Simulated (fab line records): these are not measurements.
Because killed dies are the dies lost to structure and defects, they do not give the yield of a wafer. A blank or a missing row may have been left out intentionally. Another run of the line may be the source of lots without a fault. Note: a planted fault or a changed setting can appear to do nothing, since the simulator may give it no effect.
Check for tools in common || flow ritCmos || 14 lots and 42 wafers in the sample

## REASON FOR OPENING
2 of 14 lots carry a flag on the reading NLDD_TW at RIT_NLDD_TW_MEAS_10. Fault-free wafers read 2461, with a standard deviation of 14.
Rule: a lot is flagged in two cases, either no wafer of it has a number, or all its wafers with numbers fall more than 4 standard deviations from that mean. The other lots count as sound.

{"lot": "L188", "measured": "day 2 17:25", "on": "filmMetro-02", "NLDD_TW, wafer by wafer": "2467 2479 2468", "flag": ""}
{"lot": "L189", "measured": "day 2 22:22", "on": "filmMetro-01", "NLDD_TW, wafer by wafer": "2465 2477 2472", "flag": ""}
{"lot": "L191", "measured": "day 3 09:30", "on": "filmMetro-01", "NLDD_TW, wafer by wafer": "2437 2453 2463", "flag": ""}
{"lot": "L192", "measured": "day 3 15:28", "on": "filmMetro-01", "NLDD_TW, wafer by wafer": "2441 2450 2439", "flag": ""}
{"lot": "L193", "measured": "day 3 19:17", "on": "filmMetro-01", "NLDD_TW, wafer by wafer": "2456 2448 2437", "flag": ""}
{"lot": "L194", "measured": "day 3 23:09", "on": "filmMetro-03", "NLDD_TW, wafer by wafer": "2475 2454 2466", "flag": ""}
{"lot": "L195", "measured": "day 4 05:40", "on": "filmMetro-03", "NLDD_TW, wafer by wafer": "2468 2472 2474", "flag": ""}
{"lot": "L196", "measured": "day 4 10:41", "on": "filmMetro-01", "NLDD_TW, wafer by wafer": "2466 2449 2450", "flag": ""}
{"lot": "L197", "measured": "day 4 15:11", "on": "filmMetro-03", "NLDD_TW, wafer by wafer": "2463 2473 2477", "flag": ""}
{"lot": "L202", "measured": "day 5 17:02", "on": "filmMetro-02", "NLDD_TW, wafer by wafer": "1528 1526 1526", "flag": "FLAGGED"}
{"lot": "L204", "measured": "day 6 02:10", "on": "filmMetro-02", "NLDD_TW, wafer by wafer": "1558 1559 1542", "flag": "FLAGGED"}
{"lot": "L208", "measured": "day 7 03:53", "on": "filmMetro-02", "NLDD_TW, wafer by wafer": "2436 2461 2464", "flag": ""}
{"lot": "L209", "measured": "day 7 06:37", "on": "filmMetro-02", "NLDD_TW, wafer by wafer": "2464 2436 2454", "flag": ""}
{"lot": "L210", "measured": "day 7 09:13", "on": "filmMetro-02", "NLDD_TW, wafer by wafer": "2459 2459 2453", "flag": ""}
The mean of the flagged lots' numbers is 1540, -921 from the usual (-66 standard deviations).

## EACH LOT AND THE TOOL IT RAN ON
Before the reading, the record contains 2 process steps out of a 202-step route. Every cell lists first the tool, next ch and the chambers used by the sampled wafers, and last the start.
{"lot": "L188", "flag": "", "RIT_NWELL_STRIP_09": "plasmaAsher-01 ch 0,1, day 1 20:41", "RIT_NLDD_IMPLANT_08": "implanter-03 ch 0, day 2 17:07"}
{"lot": "L189", "flag": "", "RIT_NWELL_STRIP_09": "plasmaAsher-03 ch 0,1, day 2 01:44", "RIT_NLDD_IMPLANT_08": "implanter-04 ch 0, day 2 22:05"}
{"lot": "L191", "flag": "", "RIT_NWELL_STRIP_09": "plasmaAsher-01 ch 0,1, day 2 12:31", "RIT_NLDD_IMPLANT_08": "implanter-04 ch 0, day 3 09:11"}
{"lot": "L192", "flag": "", "RIT_NWELL_STRIP_09": "plasmaAsher-01 ch 0,1, day 2 16:46", "RIT_NLDD_IMPLANT_08": "implanter-03 ch 0, day 3 15:09"}
{"lot": "L193", "flag": "", "RIT_NWELL_STRIP_09": "plasmaAsher-01 ch 0,1, day 2 21:48", "RIT_NLDD_IMPLANT_08": "implanter-04 ch 0, day 3 18:59"}
{"lot": "L194", "flag": "", "RIT_NWELL_STRIP_09": "plasmaAsher-01 ch 0,1, day 3 02:44", "RIT_NLDD_IMPLANT_08": "implanter-02 ch 0, day 3 22:49"}
{"lot": "L195", "flag": "", "RIT_NWELL_STRIP_09": "plasmaAsher-03 ch 0,1, day 3 08:19", "RIT_NLDD_IMPLANT_08": "implanter-04 ch 0, day 4 05:22"}
{"lot": "L196", "flag": "", "RIT_NWELL_STRIP_09": "plasmaAsher-03 ch 0,1, day 3 13:14", "RIT_NLDD_IMPLANT_08": "implanter-03 ch 0, day 4 10:23"}
{"lot": "L197", "flag": "", "RIT_NWELL_STRIP_09": "plasmaAsher-01 ch 0,1, day 3 19:05", "RIT_NLDD_IMPLANT_08": "implanter-03 ch 0, day 4 14:52"}
{"lot": "L202", "flag": "FLAGGED", "RIT_NWELL_STRIP_09": "plasmaAsher-01 ch 0,1, day 4 18:56", "RIT_NLDD_IMPLANT_08": "implanter-04 ch 0, day 5 16:43"}
{"lot": "L204", "flag": "FLAGGED", "RIT_NWELL_STRIP_09": "plasmaAsher-01 ch 0, day 5 04:43", "RIT_NLDD_IMPLANT_08": "implanter-04 ch 0, day 6 01:52"}
{"lot": "L208", "flag": "", "RIT_NWELL_STRIP_09": "plasmaAsher-02 ch 0,1, day 6 03:22", "RIT_NLDD_IMPLANT_08": "implanter-02 ch 0, day 7 03:35"}
{"lot": "L209", "flag": "", "RIT_NWELL_STRIP_09": "plasmaAsher-03 ch 0,1, day 6 07:39", "RIT_NLDD_IMPLANT_08": "implanter-03 ch 0, day 7 06:19"}
{"lot": "L210", "flag": "", "RIT_NWELL_STRIP_09": "plasmaAsher-01 ch 0,1, day 6 12:20", "RIT_NLDD_IMPLANT_08": "implanter-02 ch 0, day 7 08:53"}
These steps, and what they do:
- RIT_NWELL_STRIP_09: strips in O2, time 180 s.
- RIT_NLDD_IMPLANT_08
- RIT_NLDD_TW_MEAS_10

## FLAGGED OVER TOTAL, TOOL BY TOOL (the gauges that took the reading come last)
{"step": "RIT_NWELL_STRIP_09", "tool": "plasmaAsher-01", "lots run": 9, "flagged": 2, "share of the flagged lots": "all", "sound lots run after its first flagged lot": "1 (L210)"}
{"step": "RIT_NWELL_STRIP_09", "tool": "plasmaAsher-02", "lots run": 1, "flagged": 0, "share of the flagged lots": "none", "sound lots run after its first flagged lot": "-"}
{"step": "RIT_NWELL_STRIP_09", "tool": "plasmaAsher-03", "lots run": 4, "flagged": 0, "share of the flagged lots": "none", "sound lots run after its first flagged lot": "-"}
{"step": "RIT_NLDD_IMPLANT_08", "tool": "implanter-02", "lots run": 3, "flagged": 0, "share of the flagged lots": "none", "sound lots run after its first flagged lot": "-"}
{"step": "RIT_NLDD_IMPLANT_08", "tool": "implanter-03", "lots run": 5, "flagged": 0, "share of the flagged lots": "none", "sound lots run after its first flagged lot": "-"}
{"step": "RIT_NLDD_IMPLANT_08", "tool": "implanter-04", "lots run": 6, "flagged": 2, "share of the flagged lots": "all", "sound lots run after its first flagged lot": 0}
{"step": "RIT_NLDD_TW_MEAS_10", "tool": "filmMetro-01", "lots run": 5, "flagged": 0, "share of the flagged lots": "none", "sound lots run after its first flagged lot": "-"}
{"step": "RIT_NLDD_TW_MEAS_10", "tool": "filmMetro-02", "lots run": 6, "flagged": 2, "share of the flagged lots": "all", "sound lots run after its first flagged lot": "3 (L208,L209,L210)"}
{"step": "RIT_NLDD_TW_MEAS_10", "tool": "filmMetro-03", "lots run": 3, "flagged": 0, "share of the flagged lots": "none", "sound lots run after its first flagged lot": "-"}

## WHAT THE TABLE PERMITS
3 rows of the table ran every flagged lot: plasmaAsher-01 at RIT_NWELL_STRIP_09, implanter-04 at RIT_NLDD_IMPLANT_08, filmMetro-02 at RIT_NLDD_TW_MEAS_10.
- plasmaAsher-01 at RIT_NWELL_STRIP_09 ran 9 lots, 2 of them flagged. Sound lots followed the first flagged one (L210) on it, something a lasting fault affecting the whole tool could not allow.
- implanter-04 at RIT_NLDD_IMPLANT_08 ran 6 lots, 2 of them flagged. A fault beginning between L195 (day 4 05:22), its last sound lot, and L202 (day 5 16:43), its first flagged one, fits the data. Its own readings lie more than 4 standard deviations out on every wafer of the flagged lots: doseIonsCm2, faradayCurrentUA.
- filmMetro-02 at RIT_NLDD_TW_MEAS_10 ran 6 lots, 2 of them flagged. Sound lots followed the first flagged one (L208, L209, L210) on it, something a lasting fault affecting the whole tool could not allow.
Just one tool remains: implanter-04 at RIT_NLDD_IMPLANT_08.

## WHAT THE SIMULATOR HAD PUT IN
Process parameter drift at RIT_NLDD_IMPLANT_08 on implanter-04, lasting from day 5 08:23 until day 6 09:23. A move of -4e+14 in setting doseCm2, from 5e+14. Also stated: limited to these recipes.
Lots struck among those shown: L202, L204. The same result came from the rule above.
